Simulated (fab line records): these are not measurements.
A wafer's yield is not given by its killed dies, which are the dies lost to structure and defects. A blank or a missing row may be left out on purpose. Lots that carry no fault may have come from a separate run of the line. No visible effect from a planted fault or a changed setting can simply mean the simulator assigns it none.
Problem report, 8D (eight disciplines) form, completed by code	flow berkeleyCmos170	the parts of the form that need people (team, actions taken, sign-off) are left out

1. THE PROBLEM
M2_AL_RS at UCB170_M2_RS_MEAS_02 reads a mean of 0.0444 ohm/sq on 1 wafer of 1 lot; wafers without a fault read 0.0319 ohm/sq with a standard deviation of 0.00031. That puts it +40 standard deviations away from the usual mean.
The step: measures by four-point-probe.
First seen on wafer L386.1, day 11 14:30, on filmMetro-03. Wafers with a number at this step in the record: 39, from 13 lots. Rule for "out", or "out of limits": more than 4 standard deviations from the usual mean. Any other wafer with a number is counted as sound.

2. WHAT THIS IS AND IS NOT
question	is	is not
which readings at this step	M2_AL_RS	-
which lots	L386	L373, L374, L376, L377, L378, L379, L380, L383, L387, L388, L392, L393
which wafers of those lots	L386.1	L386.2, L386.5
read on which gauges	filmMetro-03	filmMetro-02, filmMetro-04
when	from day 11 14:30	up to then (26 sound wafers); but 12 sound wafers of L387, L388, L392, L393 came after

3. THE SUSPECTS, EACH WITH WHAT RULES IT OUT
Counting: any tool at a process step up to the reading remains a suspect provided it ran every lot that is out. Sound lots after the first of them don't rule it out here, since some wafers of a struck lot are sound.
- the gauge at UCB170_M2_RS_MEAS_02 has been ruled out. All the wafers that are out were read on filmMetro-03, but those of them that UCB170_M2_METAL_ETCH_18 has rows for are out there too, on other tools.
- pvdSputter-04 at UCB170_M2_SPUTTER_01 (material Al, target thk 900 nm, time 120 s): kept. It ran the lot that is out, L386 (day 11 14:25); its last sound lot up to then is L380 (day 10 02:04).
The count leaves pvdSputter-04 at UCB170_M2_SPUTTER_01.

4. THE CAUSE (what the simulator had put in)
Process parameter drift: pvdSputter-04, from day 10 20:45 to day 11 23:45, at UCB170_M2_SPUTTER_01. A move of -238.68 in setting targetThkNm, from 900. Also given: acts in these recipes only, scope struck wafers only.
Counting left only this tool.

5. SEQUENCE OF EFFECTS, ordered by route
One row per reading whose mean, taken over the struck wafers that have a number, lies over 3 standard deviations from the usual. Scope: only readings with a usual standard deviation given in the record; hours: median across lots of the time from each lot's start at the first step in this table that gives one to its start at this step; sigmas: change in usual standard deviations.
hours	step	reading	usual	on struck wafers	change	sigmas
0	UCB170_M2_RS_MEAS_02	M2_AL_RS	0.0319 ohm/sq	0.0444	+0.0125	+40
0	UCB170_M2_THK_MEAS_03	M2_AL_THK	914 nm	666	-248	-23
3	UCB170_M2_METAL_ETCH_18	oesProductAu	0.858 a.u.	0.751	-0.107	-7.6
Here are the process steps it includes:
- UCB170_M2_METAL_ETCH_18: etches Al in Cl2/BCl3, stops on SiO2, target depth 1170 nm, time 195 s.

6. HOW IT WOULD HAVE BEEN CAUGHT EARLIER
In this record the first reading out of limits at a measuring or inspecting step was taken at day 11 14:30, 18 hours after the fault began at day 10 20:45.
No tool reading at UCB170_M2_SPUTTER_01 that has a usual standard deviation in the record was out on any struck wafer, so an alarm limit of 4 standard deviations on those readings would not have fired.
Each of the lots that are out, 1 in all, had begun UCB170_M2_SPUTTER_01 on pvdSputter-04 no later than day 11 14:30. Holding the tool at that point would not have protected any of them.
